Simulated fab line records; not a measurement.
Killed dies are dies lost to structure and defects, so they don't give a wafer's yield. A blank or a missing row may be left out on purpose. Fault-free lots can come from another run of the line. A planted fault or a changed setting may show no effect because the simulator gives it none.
A struck lot beside a sound one -- flow berkeley-cmos170 -- 15 steps out of a route of 331
Sound: these wafers, L956.2, L956.3, L956.4. Wafers struck: L960.2, L960.4, L960.5. Last of all comes the cause.
Order at every step that has rows: each side's tool, ch and its chambers, its first start. Under that, the readings that differ: sound wafers -- struck wafers -- difference of the means -- sigmas: that difference in standard deviations of wafers without a fault.
alike: a reading whose means differ by less than 2 such deviations, as well as words and numbers matching on both sides. not compared: withheld readings; readings where some wafer has no value; bounds like >300 that might hide an equal value; numbers whose values overlap and for which the record gives no deviation.
Wherever a step has rows on one side only, a row that says differs or no value, or a row with sigmas, the two part there. Numbers that have no deviation but don't overlap get no sigmas and don't part them. A reading that every wafer of one side lacks parts them only if that side has two wafers or more.

first, 6 steps without rows for these wafers: UCB170_V1_HMDS_06 (prime time 60 s); UCB170_V1_COAT_07 (resist thk 900 nm); UCB170_V1_SOFTBAKE_08 (time 60 s); UCB170_V1_EXPOSE_09 (exposes mask VIA1, target cd 700 nm); UCB170_V1_PEB_10; UCB170_V1_DEVELOP_11 (develop time 45 s).
UCB170_V1_CD_MEAS_12 targets a cd of 700 nm.
  sound: cd-sem-01 at day 8 08:31; struck: cd-sem-02 at day 9 02:26
  alike: cd-nm
UCB170_V1_OVL_MEAS_13:
  sound: overlay-01 at day 8 08:37; struck: overlay-01 at day 9 02:33
  alike: V1_OVL
UCB170_V1_ETCH_14: etches SiO2 in CHF3/CF4/Ar, stops on Al, target depth 1250 nm, time 291 s.
  sound on rie-diel-04 ch 0,2,3, day 8 08:39; struck on rie-diel-03 ch 1,2,3, day 9 02:35
  alike: drypump-motor-current-A, oes-product-au, throttle-valve-pct
  not compared: rf-hours-counter-h
UCB170_V1_STRIP_15: strips in O2.
  sound on plasma-asher-02 ch 0,1, day 8 08:50; struck on plasma-asher-02 ch 0,1, day 9 02:46
  alike: drypump-motor-current-A, oes-product-au, strip-time-to-endpoint-s
  not compared: rf-hours-counter-h
UCB170_V1_CD_MEAS_90 targets a cd of 700 nm.
  sound: cd-sem-02 at day 8 08:57; struck: cd-sem-01 at day 9 02:53
  alike: cd-nm
then, 1 step without rows for these wafers: UCB170_M2_PRE_CLEAN_00 (preclean etch time 60 s).
UCB170_M2_SPUTTER_01: material Al, target thk 900 nm, time 120 s.
  sound: pvd-sputter-03 at day 8 09:07; struck: pvd-sputter-03 at day 9 03:17
  alike: throttle-valve-pct
UCB170_M2_RS_MEAS_02: measurement is done with a four-point probe.
  sound: film-metro-03 at day 8 09:13; struck: film-metro-01 at day 9 03:41
reading,sound,struck,difference,sigmas
M2_AL_RS (ohm/sq),0.0324 0.0325 0.0328,0.0160 0.0158 0.0162,-0.0166,-42
UCB170_M3_PROBE_99:
  rows exist in the record for the sound wafers here (prober-02, day 8 17:50), none for the struck ones

WHERE THEY PART
Last at UCB170_M3_PROBE_99 as far as this record goes, first at UCB170_M2_RS_MEAS_02.

WHY: the cause the simulator had injected
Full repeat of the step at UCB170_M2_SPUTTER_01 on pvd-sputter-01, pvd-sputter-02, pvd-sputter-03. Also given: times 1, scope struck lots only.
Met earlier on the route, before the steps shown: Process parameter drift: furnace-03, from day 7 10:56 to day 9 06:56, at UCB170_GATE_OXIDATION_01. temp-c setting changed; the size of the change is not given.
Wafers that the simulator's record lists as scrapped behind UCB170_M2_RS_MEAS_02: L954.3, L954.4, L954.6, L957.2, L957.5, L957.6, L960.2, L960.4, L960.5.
